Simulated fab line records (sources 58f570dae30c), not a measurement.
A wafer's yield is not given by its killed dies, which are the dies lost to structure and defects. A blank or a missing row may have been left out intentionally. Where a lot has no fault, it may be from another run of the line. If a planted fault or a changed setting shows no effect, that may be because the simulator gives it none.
Which tool was responsible? || flow berkeley cmos170 || 15 lots with 45 wafers sampled at 5 steps, on a route of 331 steps

## WHAT THE GAUGES SHOWED, per wafer
UCB170_NWELL_THK_MEAS_02.
{"lot": "L766", "measured": "day 2 00:32", "on": "film metro-01", "NWELL_OXIDE_THK (nm)": "26.3 26.2 26.5"}
{"lot": "L767", "measured": "day 2 11:53", "on": "film metro-02", "NWELL_OXIDE_THK (nm)": "26.7 26.6 27.3"}
{"lot": "L768", "measured": "day 2 11:53", "on": "film metro-03", "NWELL_OXIDE_THK (nm)": "26.6 26.3 26.2"}
{"lot": "L770", "measured": "day 2 23:55", "on": "film metro-01", "NWELL_OXIDE_THK (nm)": "27.5 27.5 27.8"}
{"lot": "L771", "measured": "day 3 05:17", "on": "film metro-01", "NWELL_OXIDE_THK (nm)": "26.6 26.7 26.9"}
{"lot": "L776", "measured": "day 4 13:01", "on": "film metro-02", "NWELL_OXIDE_THK (nm)": "26.3 26.2 26.1"}
{"lot": "L777", "measured": "day 4 13:01", "on": "film metro-03", "NWELL_OXIDE_THK (nm)": "25.8 26.2 26.3"}
{"lot": "L778", "measured": "day 4 17:51", "on": "film metro-03", "NWELL_OXIDE_THK (nm)": "27.4 27.4 27.2"}
{"lot": "L780", "measured": "day 5 04:19", "on": "film metro-01", "NWELL_OXIDE_THK (nm)": "26.2 26.2 26.8"}
{"lot": "L781", "measured": "day 5 04:19", "on": "film metro-03", "NWELL_OXIDE_THK (nm)": "26.5 26.5 26.2"}
{"lot": "L785", "measured": "day 6 05:31", "on": "film metro-03", "NWELL_OXIDE_THK (nm)": "26.7 26.9 26.9"}
{"lot": "L786", "measured": "day 6 10:53", "on": "film metro-03", "NWELL_OXIDE_THK (nm)": "27.3 27.4 27.4"}
{"lot": "L787", "measured": "day 6 19:43", "on": "film metro-02", "NWELL_OXIDE_THK (nm)": "26.5 26.0 26.5"}
{"lot": "L788", "measured": "day 6 19:43", "on": "film metro-01", "NWELL_OXIDE_THK (nm)": "26.0 25.7 26.0"}
{"lot": "L789", "measured": "day 6 19:43", "on": "film metro-03", "NWELL_OXIDE_THK (nm)": "26.1 26.2 26.3"}

UCB170_PWELL_THK_MEAS_03.
{"lot": "L766", "measured": "day 2 18:54", "on": "film metro-01", "PWELL_OXIDE_THK (nm)": "27.0 27.3 26.6"}
{"lot": "L767", "measured": "day 3 08:26", "on": "film metro-02", "PWELL_OXIDE_THK (nm)": "27.0 27.2 27.1"}
{"lot": "L768", "measured": "day 3 08:26", "on": "film metro-04", "PWELL_OXIDE_THK (nm)": "26.3 26.5 25.6"}
{"lot": "L770", "measured": "day 3 20:59", "on": "film metro-01", "PWELL_OXIDE_THK (nm)": "27.0 27.7 27.6"}
{"lot": "L771", "measured": "day 4 06:20", "on": "film metro-02", "PWELL_OXIDE_THK (nm)": "26.5 26.7 27.1"}
{"lot": "L776", "measured": "day 5 09:45", "on": "film metro-01", "PWELL_OXIDE_THK (nm)": "26.5 26.5 26.3"}
{"lot": "L777", "measured": "day 5 09:45", "on": "film metro-02", "PWELL_OXIDE_THK (nm)": "26.5 26.4 26.2"}
{"lot": "L778", "measured": "day 5 09:47", "on": "film metro-04", "PWELL_OXIDE_THK (nm)": "26.4 26.7 26.1"}
{"lot": "L780", "measured": "day 6 00:28", "on": "film metro-02", "PWELL_OXIDE_THK (nm)": "26.9 26.5 26.2"}
{"lot": "L781", "measured": "day 6 00:28", "on": "film metro-04", "PWELL_OXIDE_THK (nm)": "26.1 26.6 26.4"}
{"lot": "L785", "measured": "day 7 03:03", "on": "film metro-02", "PWELL_OXIDE_THK (nm)": "26.8 26.2 26.5"}
{"lot": "L786", "measured": "day 7 03:02", "on": "film metro-01", "PWELL_OXIDE_THK (nm)": "26.8 26.6 26.3"}
{"lot": "L787", "measured": "day 7 17:23", "on": "film metro-04", "PWELL_OXIDE_THK (nm)": "26.4 26.3 26.4"}
{"lot": "L788", "measured": "day 7 17:23", "on": "film metro-01", "PWELL_OXIDE_THK (nm)": "27.1 27.0 27.2"}
{"lot": "L789", "measured": "day 7 17:27", "on": "film metro-04", "PWELL_OXIDE_THK (nm)": "26.7 26.7 26.7"}

UCB170_WELLDRIVE_THK_MEAS_02.
{"lot": "L766", "measured": "day 3 16:04", "on": "film metro-03", "WELLDRIVE_OXIDE_THK (nm)": "198 201 199"}
{"lot": "L767", "measured": "day 4 10:25", "on": "film metro-04", "WELLDRIVE_OXIDE_THK (nm)": "200 197 200"}
{"lot": "L768", "measured": "day 4 10:25", "on": "film metro-03", "WELLDRIVE_OXIDE_THK (nm)": "199 204 202"}
{"lot": "L770", "measured": "day 4 22:11", "on": "film metro-03", "WELLDRIVE_OXIDE_THK (nm)": "196 192 197"}
{"lot": "L771", "measured": "day 5 07:10", "on": "film metro-01", "WELLDRIVE_OXIDE_THK (nm)": "202 202 204"}
{"lot": "L776", "measured": "day 6 08:16", "on": "film metro-03", "WELLDRIVE_OXIDE_THK (nm)": "227 228 227"}
{"lot": "L777", "measured": "day 6 08:13", "on": "film metro-03", "WELLDRIVE_OXIDE_THK (nm)": "227 227 224"}
{"lot": "L778", "measured": "day 6 08:13", "on": "film metro-01", "WELLDRIVE_OXIDE_THK (nm)": "219 223 219"}
{"lot": "L780", "measured": "day 7 02:22", "on": "film metro-01", "WELLDRIVE_OXIDE_THK (nm)": "199 201 200"}
{"lot": "L781", "measured": "day 7 02:22", "on": "film metro-04", "WELLDRIVE_OXIDE_THK (nm)": "195 193 194"}
{"lot": "L785", "measured": "day 8 00:16", "on": "film metro-01", "WELLDRIVE_OXIDE_THK (nm)": "192 194 194"}
{"lot": "L786", "measured": "day 8 00:14", "on": "film metro-03", "WELLDRIVE_OXIDE_THK (nm)": "196 199 199"}
{"lot": "L787", "measured": "day 8 17:47", "on": "film metro-04", "WELLDRIVE_OXIDE_THK (nm)": "197 202 198"}
{"lot": "L788", "measured": "day 8 17:47", "on": "film metro-03", "WELLDRIVE_OXIDE_THK (nm)": "193 197 196"}
{"lot": "L789", "measured": "day 8 17:47", "on": "film metro-01", "WELLDRIVE_OXIDE_THK (nm)": "200 202 203"}

## TOOL THAT RAN EACH LOT (tool first, then ch and the chambers of the sampled wafers, then the start)
{"lot": "L766", "UCB170_ZERO_ETCH_06": "rie diel-02 ch 1,2, day 1 22:53", "UCB170_WELLDRIVE_OXIDATION_01": "furnace-02 ch 0, day 3 12:27"}
{"lot": "L767", "UCB170_ZERO_ETCH_06": "rie diel-03 ch 1,2, day 2 05:43", "UCB170_WELLDRIVE_OXIDATION_01": "furnace-01 ch 0, day 4 06:55"}
{"lot": "L768", "UCB170_ZERO_ETCH_06": "rie diel-01 ch 0,1,2, day 2 09:02", "UCB170_WELLDRIVE_OXIDATION_01": "furnace-01 ch 0, day 4 06:55"}
{"lot": "L770", "UCB170_ZERO_ETCH_06": "rie diel-01 ch 1,2, day 2 19:08", "UCB170_WELLDRIVE_OXIDATION_01": "furnace-04 ch 0, day 4 18:41"}
{"lot": "L771", "UCB170_ZERO_ETCH_06": "rie diel-02 ch 0,1,2, day 2 22:32", "UCB170_WELLDRIVE_OXIDATION_01": "furnace-01 ch 0, day 5 03:40"}
{"lot": "L776", "UCB170_ZERO_ETCH_06": "rie diel-03 ch 1,2, day 4 06:52", "UCB170_WELLDRIVE_OXIDATION_01": "furnace-01 ch 0, day 6 04:43"}
{"lot": "L777", "UCB170_ZERO_ETCH_06": "rie diel-01 ch 0,1,2, day 4 07:18", "UCB170_WELLDRIVE_OXIDATION_01": "furnace-01 ch 0, day 6 04:43"}
{"lot": "L778", "UCB170_ZERO_ETCH_06": "rie diel-03 ch 0,2,3, day 4 12:00", "UCB170_WELLDRIVE_OXIDATION_01": "furnace-01 ch 0, day 6 04:43"}
{"lot": "L780", "UCB170_ZERO_ETCH_06": "rie diel-03 ch 1,2,3, day 4 20:51", "UCB170_WELLDRIVE_OXIDATION_01": "furnace-02 ch 0, day 6 22:52"}
{"lot": "L781", "UCB170_ZERO_ETCH_06": "rie diel-01 ch 0,2,3, day 5 01:39", "UCB170_WELLDRIVE_OXIDATION_01": "furnace-02 ch 0, day 6 22:52"}
{"lot": "L785", "UCB170_ZERO_ETCH_06": "rie diel-02 ch 0,1,3, day 5 19:45", "UCB170_WELLDRIVE_OXIDATION_01": "furnace-04 ch 0, day 7 20:44"}
{"lot": "L786", "UCB170_ZERO_ETCH_06": "rie diel-03 ch 1,2,3, day 6 04:53", "UCB170_WELLDRIVE_OXIDATION_01": "furnace-04 ch 0, day 7 20:44"}
{"lot": "L787", "UCB170_ZERO_ETCH_06": "rie diel-03 ch 1,2,3, day 6 12:08", "UCB170_WELLDRIVE_OXIDATION_01": "furnace-04 ch 0, day 8 14:16"}
{"lot": "L788", "UCB170_ZERO_ETCH_06": "rie diel-01 ch 1,2,3, day 6 12:11", "UCB170_WELLDRIVE_OXIDATION_01": "furnace-04 ch 0, day 8 14:16"}
{"lot": "L789", "UCB170_ZERO_ETCH_06": "rie diel-01 ch 0,2, day 6 15:32", "UCB170_WELLDRIVE_OXIDATION_01": "furnace-04 ch 0, day 8 14:16"}
- UCB170_ZERO_ETCH_06: etches SiO2 in CHF3/CF4/Ar, time 12 s.
- UCB170_WELLDRIVE_OXIDATION_01: target thk 199 nm, ox time 9000 s.

## WHAT THE TOOLS THEMSELVES READ (means of the sampled wafers that have a number; where no wafer has one, the mark that the record gives instead)
UCB170_ZERO_ETCH_06.
{"lot": "L766", "tool": "rie diel-02", "drypump motor current A (A)": 5.2, "oes product au (a.u.)": 0.623, "throttle valve pct (%)": 9.23}
{"lot": "L767", "tool": "rie diel-03", "drypump motor current A (A)": 5.7, "oes product au (a.u.)": 0.623, "throttle valve pct (%)": 9.44}
{"lot": "L768", "tool": "rie diel-01", "drypump motor current A (A)": 5.5, "oes product au (a.u.)": 0.617, "throttle valve pct (%)": 9.22}
{"lot": "L770", "tool": "rie diel-01", "drypump motor current A (A)": 5.8, "oes product au (a.u.)": 0.612, "throttle valve pct (%)": 9.17}
{"lot": "L771", "tool": "rie diel-02", "drypump motor current A (A)": 5.5, "oes product au (a.u.)": 0.627, "throttle valve pct (%)": 9.17}
{"lot": "L776", "tool": "rie diel-03", "drypump motor current A (A)": 5.7, "oes product au (a.u.)": 0.627, "throttle valve pct (%)": 9.44}
{"lot": "L777", "tool": "rie diel-01", "drypump motor current A (A)": 5.5, "oes product au (a.u.)": 0.615, "throttle valve pct (%)": 9.24}
{"lot": "L778", "tool": "rie diel-03", "drypump motor current A (A)": 6.1, "oes product au (a.u.)": 0.612, "throttle valve pct (%)": 9.33}
{"lot": "L780", "tool": "rie diel-03", "drypump motor current A (A)": 5.6, "oes product au (a.u.)": 0.618, "throttle valve pct (%)": 9.35}
{"lot": "L781", "tool": "rie diel-01", "drypump motor current A (A)": 5.4, "oes product au (a.u.)": 0.628, "throttle valve pct (%)": 9.19}
{"lot": "L785", "tool": "rie diel-02", "drypump motor current A (A)": 5.4, "oes product au (a.u.)": 0.618, "throttle valve pct (%)": 9.15}
{"lot": "L786", "tool": "rie diel-03", "drypump motor current A (A)": 5.6, "oes product au (a.u.)": 0.616, "throttle valve pct (%)": 9.36}
{"lot": "L787", "tool": "rie diel-03", "drypump motor current A (A)": 5.7, "oes product au (a.u.)": 0.621, "throttle valve pct (%)": 9.36}
{"lot": "L788", "tool": "rie diel-01", "drypump motor current A (A)": 5.7, "oes product au (a.u.)": 0.620, "throttle valve pct (%)": 9.13}
{"lot": "L789", "tool": "rie diel-01", "drypump motor current A (A)": 5.2, "oes product au (a.u.)": 0.625, "throttle valve pct (%)": 9.21}

UCB170_WELLDRIVE_OXIDATION_01.
{"lot": "L766", "tool": "furnace-02", "spike tc centre C (C)": 1103.1, "spike tc load C (C)": 1131, "spike tc source C (C)": 1127.5, "tube center temp C (C)": 1100, "tube_center_temp_C_max": 1102.4}
{"lot": "L767", "tool": "furnace-01", "spike tc centre C (C)": 1101.3, "spike tc load C (C)": 1124, "spike tc source C (C)": 1125.3, "tube center temp C (C)": 1100, "tube_center_temp_C_max": 1102.6}
{"lot": "L768", "tool": "furnace-01", "spike tc centre C (C)": 1100.8, "spike tc load C (C)": 1124, "spike tc source C (C)": 1126.2, "tube center temp C (C)": 1100, "tube_center_temp_C_max": 1102.8}
{"lot": "L770", "tool": "furnace-04", "spike tc centre C (C)": 1100.5, "spike tc load C (C)": 1134, "spike tc source C (C)": 1129.9, "tube center temp C (C)": 1100, "tube_center_temp_C_max": 1103.1}
{"lot": "L771", "tool": "furnace-01", "spike tc centre C (C)": 1101.0, "spike tc load C (C)": 1126, "spike tc source C (C)": 1125.3, "tube center temp C (C)": 1100, "tube_center_temp_C_max": 1102.8}
{"lot": "L776", "tool": "furnace-01", "spike tc centre C (C)": 1121.2, "spike tc load C (C)": 1145, "spike tc source C (C)": 1146.2, "tube center temp C (C)": 1120, "tube_center_temp_C_max": 1123.2}
{"lot": "L777", "tool": "furnace-01", "spike tc centre C (C)": 1120.3, "spike tc load C (C)": 1144, "spike tc source C (C)": 1146.6, "tube center temp C (C)": 1120, "tube_center_temp_C_max": 1122.8}
{"lot": "L778", "tool": "furnace-01", "spike tc centre C (C)": 1120.3, "spike tc load C (C)": 1145, "spike tc source C (C)": 1145.5, "tube center temp C (C)": 1120, "tube_center_temp_C_max": 1122.9}
{"lot": "L780", "tool": "furnace-02", "spike tc centre C (C)": 1102.0, "spike tc load C (C)": 1132, "spike tc source C (C)": 1127.7, "tube center temp C (C)": 1100, "tube_center_temp_C_max": 1102.8}
{"lot": "L781", "tool": "furnace-02", "spike tc centre C (C)": 1102.6, "spike tc load C (C)": 1131, "spike tc source C (C)": 1126.9, "tube center temp C (C)": 1100, "tube_center_temp_C_max": 1103.7}
{"lot": "L785", "tool": "furnace-04", "spike tc centre C (C)": 1102.1, "spike tc load C (C)": 1134, "spike tc source C (C)": 1129.5, "tube center temp C (C)": 1100, "tube_center_temp_C_max": 1102.9}
{"lot": "L786", "tool": "furnace-04", "spike tc centre C (C)": 1100.4, "spike tc load C (C)": 1133, "spike tc source C (C)": 1129.2, "tube center temp C (C)": 1100, "tube_center_temp_C_max": 1102.6}
{"lot": "L787", "tool": "furnace-04", "spike tc centre C (C)": 1101.3, "spike tc load C (C)": 1134, "spike tc source C (C)": 1130.0, "tube center temp C (C)": 1100, "tube_center_temp_C_max": 1103.1}
{"lot": "L788", "tool": "furnace-04", "spike tc centre C (C)": 1100.9, "spike tc load C (C)": 1134, "spike tc source C (C)": 1127.7, "tube center temp C (C)": 1100, "tube_center_temp_C_max": 1102.6}
{"lot": "L789", "tool": "furnace-04", "spike tc centre C (C)": 1102.1, "spike tc load C (C)": 1133, "spike tc source C (C)": 1129.0, "tube center temp C (C)": 1100, "tube_center_temp_C_max": 1102.7}

## THE ANSWER, worked out from the rows above alone
Rule: the usual values come from the lots themselves. The widest of any qualifying gaps counts: lots, ordered by their means at a reading, are off when they make up no more than a third of the lots, leave a main group of 4 or more, and stand apart from it by 3 or more times the standard deviation of that group's means. If all means in a main group match to the digits the tables above print for the reading, that group is not used. Also off: a lot with no number at a reading for which 4 or more lots have one. Where the step has rows for the other lots, those lots are counted as sound. First the gauges in route order, then the tools' own readings, where a lot's mean is used as printed above. At the first step where some lot is off, the reading lying furthest off is the one used; lots without a number count as furthest.
Off: L776, L777, L778, at UCB170_WELLDRIVE_THK_MEAS_02 (WELLDRIVE_OXIDE_THK). Main group: mean 198 nm, sd 3.
A tool fits if, at a process step before that reading, it ran every lot that is off, and no sound lot after the first of them. Not tried: the gauges at UCB170_WELLDRIVE_THK_MEAS_02; whatever is off there is also off at UCB170_WELLDRIVE_OXIDATION_01, on other tools, and gauge error can't account for it. One candidate fits, namely furnace-01 at UCB170_WELLDRIVE_OXIDATION_01. Its last sound lot is L771 (day 5 03:40), its first lot that is off L776 (day 6 04:43): a fault that began between those two fits.
The tool's own readings at UCB170_WELLDRIVE_OXIDATION_01 bear it out: on the lots that are off they differ by more than 5 times the standard deviation of the sound lots' means. spike tc centre C reads 1120.6 C there against 1101.5 C on the sound lots; spike tc source C reads 1146.1 C there against 1127.8 C on the sound lots; tube center temp C reads 1120 C there against 1100 C on the sound lots; tube_center_temp_C_max reads 1123.0 there against 1102.8 on the sound lots.

## WHAT THE SIMULATOR HAD PUT IN
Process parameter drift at UCB170_WELLDRIVE_OXIDATION_01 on furnace-01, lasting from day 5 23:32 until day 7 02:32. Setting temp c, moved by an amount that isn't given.
Shown lots that were struck: L776, L777, L778. The rule given above showed the same thing.
